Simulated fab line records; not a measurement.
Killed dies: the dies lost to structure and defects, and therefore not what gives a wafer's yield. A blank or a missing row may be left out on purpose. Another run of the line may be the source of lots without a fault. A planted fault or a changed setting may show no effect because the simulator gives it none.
fab line records | flow rit_cmos | part 2 of 2: steps 31 to 42 of 42
record: lots: 5 wafers: 15 last_day: 7
route steps=202 shown SPACER@130 NSD@131 PSD@142 SDANNEAL@153 PLDD@159 NLDD@160 SILICIDE@161 CONTACT@168
lots untouched by any fault: they come from a run of this same line in which no faults occurred
start_h: the number of hours between the record's first day and the start of the first shown wafer of the lot | wait_h: hours from the lot's prior step to this one | " as in the row above | L1.1+2: one row covering several wafers at once | - no value, or no start was given | * or withheld: withheld | < > ~ a bound
route shown NAME@n: NAME is a module with steps in the file, n the number in the route of the first one | usual: mean and standard deviation over wafers with no fault | same: alike in all rows | chamber/n: place in a boat | sites: the reading at each site | _std_site: the values' standard deviation | _edge_site: the outer-site mean with the inner-site mean subtracted | radius_mm: for every site, how far away it sits from the centre of the wafer | mask NAME#n: copy n | behind: the last tool/chamber to shape the wafer | hold: what put the lot on hold/how long, in hours/how the hold closed | device: transistor that didn't switch, given as n, p or np | end of line: the tests these same wafers got at the end of their route | for a step that has no rows: nothing shown but its recipe | killed: dies lost to structure and defects at the first sort, not the wafer's yield | map: the dies of a wafer, with x for killed, . for not killed, _ for no die there
set.NAME: the run value of the setting; set.NAME@STEP: its run value at that earlier step | model.NAME: the simulator's own value behind a step, which no gauge read
lots at selected steps of the route; one table per step, one row per wafer
services: from which hour (start_h, from the record's first day; less than 0 if before it) a tool's chamber was out of use, for how many hours, and why
== steps ==
step: RIT_SDANNEAL_RS_MEAS_07
recipe: thk_meas_gauge: four-point-probe
usual: NLDD_RS: 150.8/0.48
columns lot.wafer tool chamber start_h wait_h NLDD_RS[ohm/sq]
L084.4 film_metro-01 - 106.59 0.1 150.9
L084.5 " - " " 150.6
L084.6 " - " " 150.6
L085.1 film_metro-01 - 116.34 0.1 149.8
L085.3 " - " " 149.7
L085.4 " - " " 149.6
L087.4 film_metro-04 - 119.50 0.1 151.2
L087.5 " - " " 151.4
L087.6 " - " " 151.3
L094.1 film_metro-04 - 166.98 0.1 150.9
L094.2 " - " " 150.3
L094.3 " - " " 150.8
L096.2 film_metro-01 - 171.98 0.1 149.9
L096.3 " - " " 150.2
L096.5 " - " " 149.9
step: RIT_SILICIDE_WET_ETCH_00
recipe: chemistry: BOE target: SiO2 target_depth_nm: 14 time_s: 15 dry: n2_spin dilution: 10:1 temp_c: 21.5
columns lot.wafer tool chamber start_h wait_h
L084.4+5+6 wet_bench-01 1 106.65 0.0
L085.1+3+4 wet_bench-02 1 116.46 0.1
L087.4+5+6 wet_bench-02 3 119.56 0.0
L094.1+2+3 wet_bench-02 3 167.10 0.1
L096.2+3+5 wet_bench-01 2 172.08 0.1
step: RIT_SILICIDE_SPUTTER_01
recipe: material: Ti target_thk_nm: 30 power_w: 350 chamber_pressure_pa: 0.667 gas: Ar time_s: 246.8 substrate_temp_c: 25
usual: throttle_valve_pct: 29.9/0.62
columns lot.wafer tool chamber start_h wait_h throttle_valve_pct
L084.4 pvd_sputter-04 - 106.66 0.0 31.2
L084.5 " - " " 31.2
L084.6 " - " " 30.2
L085.1 pvd_sputter-03 - 116.48 0.0 30.1
L085.3 " - " " 29.3
L085.4 " - " " 29.6
L087.4 pvd_sputter-02 - 119.57 0.0 29.3
L087.5 " - " " 29.5
L087.6 " - " " 29.3
L094.1 pvd_sputter-03 - 167.11 0.0 30.0
L094.2 " - " " 29.5
L094.3 " - " " 28.8
L096.2 pvd_sputter-04 - 172.09 0.0 30.2
L096.3 " - " " 31.1
L096.5 " - " " 30.4
step: RIT_SILICIDE_RS_MEAS_02
recipe: thk_meas_gauge: four-point-probe reads: Ti_of_SILICIDE_SPUTTER_01
usual: SILICIDE_TI_RS: 46.2/0.58
columns lot.wafer tool chamber start_h wait_h SILICIDE_TI_RS[ohm/sq]
L084.4 film_metro-02 - 106.87 0.1 45.8
L084.5 " - " " 45.5
L084.6 " - " " 46.2
L085.1 film_metro-03 - 116.63 0.1 46.3
L085.3 " - " " 45.7
L085.4 " - " " 46.2
L087.4 film_metro-03 - 119.78 0.1 47.4
L087.5 " - " " 47.4
L087.6 " - " " 46.4
L094.1 film_metro-03 - 167.26 0.1 46.6
L094.2 " - " " 45.8
L094.3 " - " " 45.7
L096.2 film_metro-03 - 172.26 0.1 45.6
L096.3 " - " " 46.1
L096.5 " - " " 46.7
step: RIT_SILICIDE_THK_MEAS_03
recipe: thk_meas_gauge: xrf reads: Ti_of_SILICIDE_SPUTTER_01
usual: SILICIDE_TI_THK: 30.7/0.34
columns lot.wafer tool chamber start_h wait_h SILICIDE_TI_THK[nm]
L084.4 film_metro-02 - 106.96 0.1 30.6
L084.5 " - " " 30.9
L084.6 " - " " 30.5
L085.1 film_metro-03 - 116.75 0.1 30.8
L085.3 " - " " 30.8
L085.4 " - " " 30.7
L087.4 film_metro-03 - 119.87 0.1 30.2
L087.5 " - " " 30.1
L087.6 " - " " 30.5
L094.1 film_metro-03 - 167.38 0.1 30.4
L094.2 " - " " 31.0
L094.3 " - " " 31.1
L096.2 film_metro-03 - 172.37 0.1 31.2
L096.3 " - " " 30.9
L096.5 " - " " 30.6
step: RIT_SILICIDE_RTA_04
recipe: temp_c: 650 time_s: 10 idle_temp_c: 25 ramp_up_s: 5 ramp_down_s: 5 cool_to_c: 25 ambient: N2
usual: wafer_temp_C_max: 652.9/1
columns lot.wafer tool chamber start_h wait_h wafer_temp_C_max
L084.4 rtp_anneal-01 0 107.03 0.1 651.9
L084.5 " 0 " " 651.9
L084.6 " 0 " " 651.9
L085.1 rtp_anneal-02 0 116.81 0.1 653.3
L085.3 " 0 " " 654.8
L085.4 " 0 " " 653.7
L087.4 rtp_anneal-02 0 119.93 0.1 653.4
L087.5 " 0 " " 653.7
L087.6 " 0 " " 654.5
L094.1 rtp_anneal-01 0 167.44 0.1 652.3
L094.2 " 0 " " 652.6
L094.3 " 0 " " 652.1
L096.2 rtp_anneal-02 0 172.43 0.1 652.8
L096.3 " 0 " " 653.2
L096.5 " 0 " " 654.1
step: RIT_SILICIDE_WET_ETCH_05
recipe: chemistry: SPM target: Ti temp_c: 90 time_s: 120 dry: n2_spin
columns lot.wafer tool chamber start_h wait_h
L084.4+5+6 wet_bench-02 3 107.06 0.0
L085.1+3+4 wet_bench-02 3 116.87 0.1
L087.4+5+6 wet_bench-03 0 119.97 0.0
L094.1+2+3 wet_bench-03 2 167.51 0.1
L096.2+3+5 wet_bench-03 1 172.48 0.0
step: RIT_SILICIDE_RTA_06
recipe: temp_c: 750 time_s: 10 idle_temp_c: 25 ramp_up_s: 5 ramp_down_s: 10 cool_to_c: 25 ambient: N2
usual: wafer_temp_C_max: 753.1/1.2
columns lot.wafer tool chamber start_h wait_h wafer_temp_C_max
L084.4 rtp_anneal-02 0 107.13 0.0 754.0
L084.5 " 0 " " 753.7
L084.6 " 0 " " 753.1
L085.1 rtp_anneal-01 0 116.92 0.0 752.4
L085.3 " 0 " " 752.2
L085.4 " 0 " " 752.4
L087.4 rtp_anneal-01 0 120.05 0.0 752.4
L087.5 " 0 " " 751.5
L087.6 " 0 " " 751.7
L094.1 rtp_anneal-02 0 167.55 0.0 754.8
L094.2 " 0 " " 753.5
L094.3 " 0 " " 754.4
L096.2 rtp_anneal-01 0 172.54 0.0 751.6
L096.3 " 0 " " 752.1
L096.5 " 0 " " 752.7
step: RIT_CONTACT_CVD_00
recipe: material: SiO2 target_thk_nm: 400 precursor: TEOS temp_c: 390 time_s: 61 rf_w: 400
usual: heater_power_w: 330/59
columns lot.wafer tool chamber start_h wait_h heater_power_w
L084.4 pecvd-04 2 107.19 0.0 259
L084.5 " 1 " " 328
L084.6 " 0 " " 231
L085.1 pecvd-02 2 116.99 0.1 370
L085.3 " 1 " " 307
L085.4 " 0 " " 424
L087.4 pecvd-04 1 120.11 0.0 342
L087.5 " 0 " " 225
L087.6 " 2 " " 316
L094.1 pecvd-02 1 167.61 0.1 297
L094.2 " 2 " " 368
L094.3 " 0 " " 375
L096.2 pecvd-03 2 172.59 0.0 287
L096.3 " 1 " " 385
L096.5 " 2 " " 305
step: RIT_CONTACT_THK_MEAS_01
recipe: reads: SiO2_of_CONTACT_CVD_00
usual: CONTACT_TEOS_THK: 400/5.2
columns lot.wafer tool chamber start_h wait_h CONTACT_TEOS_THK[nm]
L084.4 film_metro-01 - 107.25 0.0 392
L084.5 " - " " 397
L084.6 " - " " 402
L085.1 film_metro-04 - 117.04 0.0 392
L085.3 " - " " 404
L085.4 " - " " 406
L087.4 film_metro-01 - 120.16 0.0 404
L087.5 " - " " 408
L087.6 " - " " 403
L094.1 film_metro-01 - 167.66 0.0 396
L094.2 " - " " 401
L094.3 " - " " 400
L096.2 film_metro-03 - 172.65 0.0 401
L096.3 " - " " 395
L096.5 " - " " 405
step: RIT_CONTACT_HMDS_02
recipe: prime_time_s: 60 prime_temp_c: 140
columns lot.wafer tool chamber start_h wait_h
L084.4+5+6 litho_track-03 0 107.35 0.1
L085.1+3+4 litho_track-04 0 117.10 0.1
L087.4+5+6 litho_track-02 0 120.27 0.1
L094.1+2+3 litho_track-03 0 167.72 0.1
L096.2+3+5 litho_track-02 0 172.73 0.1
step: RIT_CONTACT_COAT_03
recipe: resist: NOVOLAK spin_rpm: 3250 resist_thk_nm: 1000
columns lot.wafer tool chamber start_h wait_h
L084.4+5+6 litho_track-03 0 107.50 0.1
L085.1+3+4 litho_track-04 0 117.25 0.1
L087.4+5+6 litho_track-02 0 120.42 0.1
L094.1+2+3 litho_track-03 0 167.87 0.1
L096.2+3+5 litho_track-02 0 172.88 0.1
== services ==
columns tool chamber start_h hours kind
iline_stepper-01 - 83.57 13.7 repair
rie_diel-01 2 86.21 4.9 repair
pecvd-04 - 89.79 1.3 repair
pvd_sputter-03 - 97.94 0.5 repair
rie_diel-02 0 101.08 - clean
rie_diel-02 0 101.08 14.1 scheduled_down
rie_diel-02 0 101.08 14.1 vent_cycle
pecvd-03 0 101.72 5.6 repair
iline_stepper-02 - 104.00 2.4 repair
pecvd-02 - 104.53 1.4 repair
iline_stepper-01 - 108.24 1.7 repair
plasma_asher-02 - 108.75 9.0 pm
plasma_asher-02 0 108.75 11.4 vent_cycle
plasma_asher-02 1 108.75 11.4 vent_cycle
iline_stepper-02 - 115.72 8.9 pm
plasma_asher-02 - 116.00 4.1 repair
plasma_asher-02 0 117.75 - clean
rie_diel-01 2 127.52 1.4 repair
rie_diel-02 0 129.28 2.8 repair
iline_stepper-02 0 129.29 - calibration
rie_diel-01 - 129.32 0.4 repair
plasma_asher-01 - 132.24 3.4 repair
pecvd-04 1 138.03 4.2 repair
plasma_asher-02 - 149.27 3.2 repair
